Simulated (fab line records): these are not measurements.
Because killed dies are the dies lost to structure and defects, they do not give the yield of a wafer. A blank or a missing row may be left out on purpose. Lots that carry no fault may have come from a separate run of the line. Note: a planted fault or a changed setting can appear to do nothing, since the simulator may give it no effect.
fab line records	flow rit_cmos
record: lots: 14	wafers: 42	last_day: 7
route steps=202 shown NLDD@112 CONTACT@179 M1@185
lots that met no fault: from a run of the same line without faults
start_h: the number of hours between the record's first day and the start of the first shown wafer of the lot	wait_h: time in hours since the lot's previous step	" identical to the entry in the row above	L1.1+2: a row that stands for several wafers	- value missing, or start not given	* or withheld: withheld	< > ~ a bound
route shown NAME@n: a module of which the file shows steps, and the number in the route of the first	usual: the fault-free wafers' mean and standard deviation	same: alike in all rows	chamber/n: place in a boat	sites: readings site by site	_std_site: standard deviation across them	_edge_site: inner sites' mean taken away from outer sites' mean	radius_mm: how far each site lies from the wafer's centre	mask NAME#n: copy n	behind: the last tool/chamber to shape the wafer	hold: what put the lot on hold/how long, in hours/how the hold closed	device: whichever transistor did not switch (one of n, p or np)	end of line: at the end of the route, the tests of the same wafers	step lacking rows: just its recipe	killed: count of dies lost to structure and defects at first sort (not the wafer's yield)	map: per-die view of a wafer (x killed, . not killed, _ where there is no die)
set.NAME: the setting as run; set.NAME@STEP: as run at that earlier step	model.NAME: the simulator's own value behind a step, which no gauge read
route steps across a sampled set of lots; one table per step, one row per wafer
services: the hour from which a tool's chamber was out of use, counted from the record's first day as start_h (under 0 if before that day), plus the number of hours and why
== steps ==
step: RIT_NLDD_STRIP_09
recipe: chemistry: O2	time_s: 180	resist: NOVOLAK	platen_temp_c: withheld	power_w: 500	pressure_mtorr: 4000	o2_flow_sccm: 4000
usual: drypump_motor_current_A: 6.1/0.48	o2_flow_sccm: 4000/12
same: time_s: 180
lot.wafer	tool	chamber	start_h	wait_h	drypump_motor_current_A	o2_flow_sccm	rf_hours_counter_h
L155.1	plasma_asher-01	0	42.85	0.1	5.9	3975	40
L155.2	"	1	"	"	6.2	4018	40
L155.4	"	1	"	"	6.2	3998	-
L156.1	plasma_asher-04	0	47.31	0.1	6.8	3997	26
L156.2	"	1	"	"	5.5	3992	26
L156.6	"	0	"	"	6.8	3986	-
L159.1	plasma_asher-01	1	62.61	0.1	6.1	4002	43
L159.2	"	0	"	"	5.9	4008	43
L159.4	"	0	"	"	5.9	4007	-
L162.2	plasma_asher-03	1	79.24	0.1	6.3	3990	44
L162.3	"	1	"	"	6.3	3997	-
L162.6	"	1	"	"	6.2	4011	-
L167.1	plasma_asher-04	0	106.70	0.1	6.8	3986	33
L167.3	"	1	"	"	5.5	4009	-
L167.4	"	0	"	"	6.8	4008	-
L169.1	plasma_asher-04	0	112.55	0.1	6.8	4011	33
L169.2	"	1	"	"	5.5	3985	33
L169.3	"	0	"	"	6.8	4006	-
L168.1	plasma_asher-03	1	112.95	0.1	6.3	4010	49
L168.3	"	0	"	"	5.9	3999	-
L168.4	"	1	"	"	6.3	4009	-
L170.1	plasma_asher-04	1	120.98	0.1	5.5	3992	35
L170.3	"	1	"	"	5.5	4012	-
L170.4	"	0	"	"	6.8	4016	-
L171.2	plasma_asher-03	0	122.15	0.1	5.9	4009	50
L171.3	"	1	"	"	6.3	4031	-
L171.4	"	0	"	"	5.9	4007	-
L173.2	plasma_asher-03	1	132.72	0.1	6.3	3984	52
L173.4	"	1	"	"	6.3	3988	-
L173.5	"	0	"	"	5.9	3985	-
L174.4	plasma_asher-04	0	137.45	0.1	6.8	3988	-
L174.5	"	0	"	"	6.8	4016	-
L174.6	"	1	"	"	5.5	3995	-
L175.1	plasma_asher-03	0	141.26	0.1	5.9	4003	53
L175.2	"	1	"	"	6.3	4012	53
L175.5	"	1	"	"	6.3	4026	-
L176.2	plasma_asher-01	1	147.60	0.1	6.1	3990	1
L176.3	"	0	"	"	5.9	4009	-
L176.5	"	0	"	"	5.9	3993	-
L177.2	plasma_asher-04	1	151.80	0.1	5.4	4023	39
L177.4	"	0	"	"	6.8	4001	-
L177.5	"	0	"	"	6.8	3991	-
step: RIT_CONTACT_ETCH_11
recipe: target_depth_a: 4800	over_etch_frac: 0.2	stop_on: TiSi2	chemistry: CHF3/CF4/Ar	target: SiO2	CHF3_flow_sccm: 50	cf4_flow_sccm: 10	Ar_flow_sccm: 100	O2_flow_sccm: 5	pressure_mtorr: 100	rf_w: 200	time_s: 320
usual: CHF3_flow_sccm: 49.98/0.14	O2_flow_sccm: 4.999/0.016	drypump_motor_current_A: 5.7/0.39	oes_product_au: 0.983/0.015	throttle_valve_pct: 8.90/0.12	time_s: 320/0
lot.wafer	tool	chamber	start_h	wait_h	CHF3_flow_sccm	O2_flow_sccm	drypump_motor_current_A	oes_product_au	rf_hours_counter_h	throttle_valve_pct	time_s
L155.1	rie_diel-01	0	53.36	0.1	50.05	4.996	6.4	0.978	129	9.09	320
L155.2	"	3	"	"	50.21	4.985	5.7	1.011	79	8.99	320
L155.4	"	1	"	"	50.03	4.985	5.1	0.971	137	9.04	320
L156.1	rie_diel-02	3	57.60	0.1	50.18	4.969	5.9	0.970	79	8.95	320
L156.2	"	0	"	"	50.26	4.999	5.0	1.001	75	8.88	320
L156.6	"	1	"	"	49.91	5.005	6.2	0.996	-	9.02	320
L159.1	rie_diel-02	1	73.05	0.1	49.99	5.017	6.2	1.002	5	9.04	320
L159.2	"	3	"	"	49.81	4.984	5.8	0.961	79	8.95	320
L159.4	"	0	"	"	49.94	5.016	5.1	0.994	76	8.88	320
L162.2	rie_diel-02	0	89.67	0.1	50.00	4.982	5.0	0.998	76	8.87	320
L162.3	"	3	"	"	49.84	5.010	5.9	0.958	79	8.96	320
L162.6	"	1	"	"	49.74	4.982	6.2	0.998	-	9.02	320
L167.1	rie_diel-02	1	118.02	0.1	-	-	-	-	-	-	-
L167.3	"	2	"	"	-	-	-	-	-	-	-
L167.4	"	0	"	"	-	-	-	-	-	-	-
L169.1	rie_diel-04	1	123.17	0.1	50.06	4.995	5.6	1.003	113	8.86	320
L169.2	"	2	"	"	49.82	5.009	5.9	0.986	41	8.92	320
L169.3	"	0	"	"	50.19	5.017	5.6	0.983	148	8.74	320
L168.1	rie_diel-02	2	123.90	0.1	-	-	-	-	-	-	-
L168.3	"	0	"	"	-	-	-	-	-	-	-
L168.4	"	1	"	"	-	-	-	-	-	-	-
L170.1	rie_diel-01	0	131.81	0.1	50.21	4.967	6.4	0.974	131	9.08	320
L170.3	"	2	"	"	49.98	4.993	5.7	0.999	26	8.64	320
L170.4	"	2	"	"	50.05	5.010	5.7	0.992	-	8.63	320
L171.2	rie_diel-04	2	132.52	0.1	49.97	5.007	5.9	0.988	41	8.94	320
L171.3	"	0	"	"	50.04	4.993	5.6	0.981	149	8.75	320
L171.4	"	3	"	"	49.95	5.021	5.3	0.960	88	8.78	320
L173.2	rie_diel-01	0	142.85	0.1	49.86	4.984	6.4	0.975	131	9.08	320
L173.4	"	0	"	"	49.97	5.005	6.4	0.982	-	9.08	320
L173.5	"	1	"	"	50.40	4.992	5.1	0.980	-	9.03	320
L174.4	rie_diel-02	1	147.86	0.1	49.90	5.002	6.1	1.004	7	9.03	320
L174.5	"	0	"	"	49.99	4.968	5.1	0.989	-	8.88	320
L174.6	"	1	"	"	49.85	5.010	6.2	1.002	-	9.01	320
L175.1	rie_diel-04	2	151.50	0.1	49.82	5.011	5.9	0.988	42	8.94	320
L175.2	"	1	"	"	49.76	5.013	5.6	0.992	113	8.85	320
L175.5	"	2	"	"	49.93	5.017	5.8	0.989	-	8.95	320
L176.2	rie_diel-04	3	157.53	0.1	50.08	4.996	5.3	0.960	89	8.77	320
L176.3	"	2	"	"	50.11	4.980	5.8	0.987	42	8.94	320
L176.5	"	2	"	"	50.25	5.018	5.8	0.984	-	8.94	320
L177.2	rie_diel-02	0	162.87	0.1	50.10	4.988	5.0	0.995	77	8.87	320
L177.4	"	1	"	"	50.06	5.015	6.1	1.001	7	9.02	320
L177.5	"	3	"	"	49.87	5.012	5.9	0.962	-	8.95	320
step: RIT_CONTACT_CD_MEAS_90
recipe: target_cd_nm: 1000
usual: cd_nm: 998.7/2.4
lot.wafer	tool	chamber	start_h	wait_h	cd_nm
L155.1	cd_sem-01	-	53.73	0.1	998.0
L155.2	"	-	"	"	998.6
L155.4	"	-	"	"	996.3
L156.1	cd_sem-01	-	57.97	0.1	997.7
L156.2	"	-	"	"	999.5
L156.6	"	-	"	"	1000.5
L159.1	cd_sem-02	-	73.42	0.1	1000.1
L159.2	"	-	"	"	1001.7
L159.4	"	-	"	"	999.0
L162.2	cd_sem-02	-	90.06	0.1	998.7
L162.3	"	-	"	"	999.3
L162.6	"	-	"	"	999.2
L167.1	cd_sem-02	-	118.39	0.1	-
L167.3	"	-	"	"	-
L167.4	"	-	"	"	-
L169.1	cd_sem-02	-	123.54	0.1	992.6
L169.2	"	-	"	"	990.7
L169.3	"	-	"	"	993.5
L168.1	cd_sem-02	-	124.27	0.1	-
L168.3	"	-	"	"	-
L168.4	"	-	"	"	-
L170.1	cd_sem-02	-	132.18	0.1	1000.4
L170.3	"	-	"	"	998.2
L170.4	"	-	"	"	1002.6
L171.2	cd_sem-01	-	132.91	0.1	996.0
L171.3	"	-	"	"	999.2
L171.4	"	-	"	"	997.2
L173.2	cd_sem-02	-	143.24	0.1	999.8
L173.4	"	-	"	"	999.5
L173.5	"	-	"	"	997.8
L174.4	cd_sem-02	-	148.29	0.1	1003.0
L174.5	"	-	"	"	1002.3
L174.6	"	-	"	"	1003.5
L175.1	cd_sem-01	-	151.87	0.1	999.8
L175.2	"	-	"	"	1000.7
L175.5	"	-	"	"	1000.3
L176.2	cd_sem-02	-	157.92	0.1	998.7
L176.3	"	-	"	"	996.5
L176.5	"	-	"	"	998.0
L177.2	cd_sem-02	-	163.25	0.1	999.6
L177.4	"	-	"	"	1000.2
L177.5	"	-	"	"	999.4
step: RIT_M1_RS_MEAS_01
recipe: thk_meas_gauge: four-point-probe	reads: Al_of_M1_SPUTTER_00
usual: M1_AL_RS: 0.0731/0.00093
lot.wafer	tool	chamber	start_h	wait_h	M1_AL_RS[ohm/sq]
L155.1	film_metro-01	-	54.49	0.1	0.0717
L155.2	"	-	"	"	0.0714
L155.4	"	-	"	"	0.0734
L156.1	film_metro-03	-	58.73	0.1	0.0733
L156.2	"	-	"	"	0.0738
L156.6	"	-	"	"	0.0731
L159.1	film_metro-02	-	74.18	0.1	0.0737
L159.2	"	-	"	"	0.0731
L159.4	"	-	"	"	0.0714
L162.2	film_metro-02	-	90.85	0.2	0.0746
L162.3	"	-	"	"	0.0735
L162.6	"	-	"	"	0.0739
L169.1	film_metro-03	-	124.32	0.1	0.0709
L169.2	"	-	"	"	0.0728
L169.3	"	-	"	"	0.0718
L170.1	film_metro-03	-	132.95	0.1	0.0731
L170.3	"	-	"	"	0.0736
L170.4	"	-	"	"	0.0724
L171.2	film_metro-03	-	133.69	0.2	0.0731
L171.3	"	-	"	"	0.0735
L171.4	"	-	"	"	0.0743
L173.2	film_metro-01	-	144.00	0.2	0.0750
L173.4	"	-	"	"	0.0748
L173.5	"	-	"	"	0.0725
L174.4	film_metro-03	-	149.06	0.2	0.0748
L174.5	"	-	"	"	0.0738
L174.6	"	-	"	"	0.0737
L175.1	film_metro-03	-	152.64	0.1	0.0740
L175.2	"	-	"	"	0.0725
L175.5	"	-	"	"	0.0727
L176.2	film_metro-02	-	158.68	0.2	0.0735
L176.3	"	-	"	"	0.0738
L176.5	"	-	"	"	0.0741
L177.2	film_metro-02	-	164.03	0.2	0.0739
L177.4	"	-	"	"	0.0728
L177.5	"	-	"	"	0.0720
== services ==
tool	chamber	start_h	hours	kind
rie_diel-04	-	21.66	1.0	repair
plasma_asher-03	-	45.70	3.9	repair
rie_diel-02	0	51.41	5.0	repair
rie_diel-02	1	53.56	2.0	repair
plasma_asher-04	-	67.36	4.3	pm
rie_diel-02	0	76.21	10.0	repair
rie_diel-04	2	78.25	10.4	repair
plasma_asher-01	-	86.36	44.0	repair
rie_diel-01	-	120.40	0.3	repair
rie_diel-01	3	127.01	20.2	repair
plasma_asher-01	-	130.40	9.0	pm
plasma_asher-01	0	130.40	9.0	vent_cycle
plasma_asher-01	1	130.40	9.0	vent_cycle
rie_diel-01	0	133.54	6.1	repair
plasma_asher-01	0	139.40	-	clean
plasma_asher-01	1	139.40	-	clean
plasma_asher-03	-	142.21	2.9	repair
rie_diel-02	-	145.50	0.2	repair
rie_diel-04	0	158.99	-	clean
== key ==
first_sign: step: RIT_CONTACT_ETCH_11	reading: tool_record	direction: missing
effect: step: RIT_CONTACT_CD_MEAS_90	reading: cd_nm	direction: missing
met_at RIT_CONTACT_ETCH_11
struck_lots L167,L168
later_rows_left_out L167.1,L167.3,L167.4,L168.1,L168.3,L168.4
sort_left_out L167.1,L167.3,L167.4,L168.1,L168.3,L168.4
tester_left_out L167,L168
not_acting_at RIT_NLDD_STRIP_09,RIT_M1_RS_MEAS_01
onset_between 89.67 118.02
fault: kind: skipped_step_whole	tool: rie_diel-02	chamber: -	onset_h: 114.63	steps: RIT_CONTACT_ETCH_11	scope: struck_lots_only
tester_left_out: of these lots the tester's yield and bins aren't shown, on N5 and GAA mostly nor the transistor test; their killed dies are dies lost to structure and defects alone, not to doping, threshold or leakage, so they don't give the yield
sort_left_out: the simulated sort isn't trusted on such a fault, so these wafers' sort isn't shown, and their yield isn't known
later_rows_left_out: the simulator's readings of these wafers behind a module that went badly wrong aren't trusted and aren't shown, but for the sort
